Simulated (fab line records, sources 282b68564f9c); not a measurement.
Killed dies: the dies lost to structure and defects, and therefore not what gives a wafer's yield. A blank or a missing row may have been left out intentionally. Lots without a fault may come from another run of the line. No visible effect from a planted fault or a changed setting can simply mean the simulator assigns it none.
Code-filled problem report in 8D (eight disciplines) form :: flow rit-cmos :: the parts of the form that need people (team, actions taken, sign-off) are left out

1. PROBLEM STATEMENT
Mean NRETRO_OVL at RIT_NRETRO_OVL_MEAS_06: -177.9 nm over 6 wafers in 2 lots; fault-free wafers: 0.5 nm, standard deviation 1.5. So: -99 or more standard deviations from the usual mean.
First seen on wafer L109.1, day 5 23:55, on overlay-01. The record holds 42 wafers of 14 lots with a number at this step. Rule for "out", or "out of limits": more than 4 standard deviations from the usual mean. All remaining wafers that have a number are taken as sound.

2. WHAT IT IS, WHAT IT ISN'T
question: which readings at this step
is: NRETRO_OVL
is not: -

question: which lots
is: L109, L110
is not: L100, L101, L106, L111, L112, L113, L992, L993, L995, L996, L997, L998

question: which wafers of those lots
is: all that have a number
is not: -

question: read on which gauges
is: overlay-01, overlay-02
is not: -

question: when
is: from day 5 23:55
is not: up to then (27 sound wafers); but 9 sound wafers of L111, L112, L113 came after

3. WHAT RULES OUT EACH SUSPECT
Counting: a tool at any process step up to the reading remains a suspect when it ran all the lots that are out and ran no sound lot after the first of those.
- ruled out: the gauge at RIT_NRETRO_OVL_MEAS_06. 2 gauges (overlay-01, overlay-02) read the wafers that are out.
- iline-stepper-01 at RIT_NRETRO_EXPOSE_03 (exposes mask M4, target cd 43900 nm): kept. All lots that are out passed through it, beginning with L109 at day 5 23:29, and no sound lot followed; its final sound lot before that point was L998 at day 3 21:09.
The count leaves iline-stepper-01 at RIT_NRETRO_EXPOSE_03.

4. THE CAUSE (what the simulator had put in)
Scanner matching overlay: iline-stepper-01, from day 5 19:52 on, at RIT_NRETRO_EXPOSE_03. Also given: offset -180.
This tool alone remained once counting was done.

5. SEQUENCE OF EFFECTS, ordered by route
One row per reading whose mean, taken over the struck wafers that have a number, lies over 3 standard deviations from the usual. Only readings whose record carries a usual standard deviation are examined. hours: median over the lots of the time between each lot's start at the first step of this table that gives one and its start at this step. sigmas: the change, counted in usual standard deviations.
hours: 0
step: RIT_NRETRO_OVL_MEAS_06
reading: NRETRO_OVL
usual: 0.5 nm
on struck wafers: -177.9
change: -178.4
sigmas: -99 or more

6. HOW IT WOULD HAVE BEEN CAUGHT EARLIER
Counted from the fault's start at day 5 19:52, it took 4 hours until the first out-of-limits reading at a measuring or inspecting step in this record, taken at day 5 23:55.
Among the 2 lots that are out, L110 began RIT_NRETRO_EXPOSE_03 on iline-stepper-01 after day 5 23:55. Putting the tool on hold at that point would have spared it.
